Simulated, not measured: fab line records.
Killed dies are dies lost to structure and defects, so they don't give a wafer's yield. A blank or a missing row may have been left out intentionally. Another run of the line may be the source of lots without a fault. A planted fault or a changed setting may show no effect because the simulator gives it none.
Code-filled problem report in 8D (eight disciplines) form    flow rit_cmos    the parts of the form that need people (team, actions taken, sign-off) are left out

1. THE PROBLEM
tilt_deg at RIT_NSD_IMPLANT_08 reads a mean of 8.150 degrees on 6 wafers of 2 lots; wafers without a fault read 6.999 degrees with a standard deviation of 0.019. Measured from the usual mean, that is +61 standard deviations.
First observed at day 4 09:19: wafer L616.3, on implanter-03. The record has a number at this step for 42 wafers belonging to 14 lots. Rule for "out" (also "out of limits"): further than 4 standard deviations from the usual mean. The rest of the wafers with a number are treated as sound.

2. WHAT IT IS; WHAT IT IS NOT
question                     is                      is not
which readings at this step  tilt_deg                beam_energy_keV
which lots                   L616, L619              L609, L610, L612, L613, L618, L623, L625, L627, L628, L630, L631, L632
which wafers of those lots   all that have a number  -
read on which tools          implanter-03            implanter-02, implanter-04
when                         from day 4 09:19        up to then (12 sound wafers); but 24 sound wafers of L618, L623, L625, L627, L628, L630, L631, L632 came after

3. SUSPECTS, AND WHAT RULES EACH OUT
Counting: a tool at a process step up to the reading stays a suspect if it ran every lot that is out and no sound lot after the first of them.
- implanter-03 at RIT_NSD_IMPLANT_08: kept. It ran every lot that is out, first L616 (day 4 09:19), and no sound lot after that; its last sound lot up to then is L613 (day 3 20:08). Its own readings are out on those wafers: tilt_deg.
Remaining after the count: implanter-03 at RIT_NSD_IMPLANT_08.

4. THE CAUSE (what the simulator had put in)
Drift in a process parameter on implanter-03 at RIT_NSD_IMPLANT_08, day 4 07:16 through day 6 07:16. The setting tilt_deg was moved by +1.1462, starting from 7. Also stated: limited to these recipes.
After counting, this tool was the only one left.

5. SEQUENCE OF EFFECTS, ordered by route
One row per reading whose mean, taken over the struck wafers that have a number, lies over 3 standard deviations from the usual. Only readings for which the record gives a usual standard deviation are gone through. hours: the time from each lot's start at the first step in this table that gives one to its start at this step, as a median over the lots. sigmas: the change in usual standard deviations.
hours  step                reading   usual          on struck wafers  change  sigmas
0      RIT_NSD_IMPLANT_08  tilt_deg  6.999 degrees  8.150             +1.151  +61
It contains these process steps:
- RIT_NSD_IMPLANT_08
Readings that are blank on the struck wafers while sound wafers have them: NSD_RS at RIT_SDANNEAL_RS_MEAS_05.

6. HOW IT WOULD HAVE BEEN CAUGHT EARLIER
2 hours passed between the start of the fault at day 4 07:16 and the first reading out of limits in this record, taken at day 4 09:19.
